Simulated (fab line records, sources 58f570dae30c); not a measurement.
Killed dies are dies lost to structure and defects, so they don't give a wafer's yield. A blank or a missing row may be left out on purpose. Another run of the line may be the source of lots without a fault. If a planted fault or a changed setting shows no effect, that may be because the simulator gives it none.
Struck lot and sound lot, side by side -- flow berkeley cmos170 -- 14 out of 331 route steps
Sound: these wafers, L196.1, L196.3, L196.6. Struck: wafers L211.1, L211.2, L211.3. At the end, the cause is stated.
Order at every step that has rows: each side's tool, ch and its chambers, its first start. Under that, the readings that differ: sound wafers -- struck wafers -- difference of the means -- sigmas: that difference in standard deviations of wafers without a fault.
alike: a reading whose means differ by less than 2 such deviations, as well as words and numbers matching on both sides. not compared: withheld readings; readings where some wafer has no value; bounds like >300 that might hide an equal value; numbers whose values overlap and for which the record gives no deviation.
Wherever a step has rows on one side only, a row that says differs or no value, or a row with sigmas, the two part there. Non-overlapping numbers with no deviation appear without sigmas and do not part them. Lack of a reading on every wafer of one side parts them only where that side has two or more wafers.

first, 2 steps without rows for these wafers: UCB170_START_CLEAN_01 (cleans in dHF, time 60 s); UCB170_START_OXIDATION_02 (target thk 20 nm, ox time 1800 s).
UCB170_START_THK_MEAS_03:
  sound on film metro-01, day 2 06:20; struck on film metro-02, day 5 08:41
  alike: START_OXIDE_THK
then, 7 steps without rows for these wafers: UCB170_START_ANNEAL_04 (time 1200 s); UCB170_ZERO_HMDS_00 (prime time 60 s); UCB170_ZERO_COAT_01 (resist thk 900 nm); UCB170_ZERO_SOFTBAKE_02 (time 60 s); UCB170_ZERO_EXPOSE_03 (exposes mask PM MARKS, target cd 4000 nm); UCB170_ZERO_PEB_04; UCB170_ZERO_DEVELOP_05 (develop time 45 s).
UCB170_ZERO_ETCH_06: etches SiO2 in CHF3/CF4/Ar, time 12 s.
  sound on rie diel-02 ch 0,1,3, day 2 11:41; struck on rie diel-03 ch 0,1,3, day 5 12:54
  alike: CHF3_flow_sccm, cf4 flow sccm, drypump motor current A, mfc ar sccm, oes product au, throttle valve pct
  not compared: rf hours counter h
UCB170_ZERO_STRIP_07: strips in O2.
  sound on plasma asher-04 ch 0,1, day 2 11:43; struck on plasma asher-01 ch 0,1, day 5 12:55
  alike: drypump motor current A, oes product au, strip time to endpoint s
  not compared: rf hours counter h
UCB170_NWELL_WET_ETCH_00: etches SiO2 in dHF, time 200 s.
  sound on wet bench-02 ch 2, day 2 11:49; struck on wet bench-02 ch 2, day 5 16:21
  no value came back on the struck wafers for bath heat duty pct (%), run length s (s); on the sound wafers bath heat duty pct (%) reads 7.2 6.7 6.5
reading,sound,struck,difference,sigmas
model.SiO2_of_START_OXIDATION_02.thk nm (nm),0 0 0,20.18 19.8 20.39,+20.12,
then, 1 step without rows for these wafers: UCB170_NWELL_OXIDATION_01 (target thk 26.4 nm, ox time 1260 s).

WHERE THEY PART
At UCB170_NWELL_WET_ETCH_00 and nowhere else, as far as this record goes.

WHY: the cause the simulator had injected
Beginning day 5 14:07, the whole step at UCB170_NWELL_WET_ETCH_00 was skipped on wet bench-02. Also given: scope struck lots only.
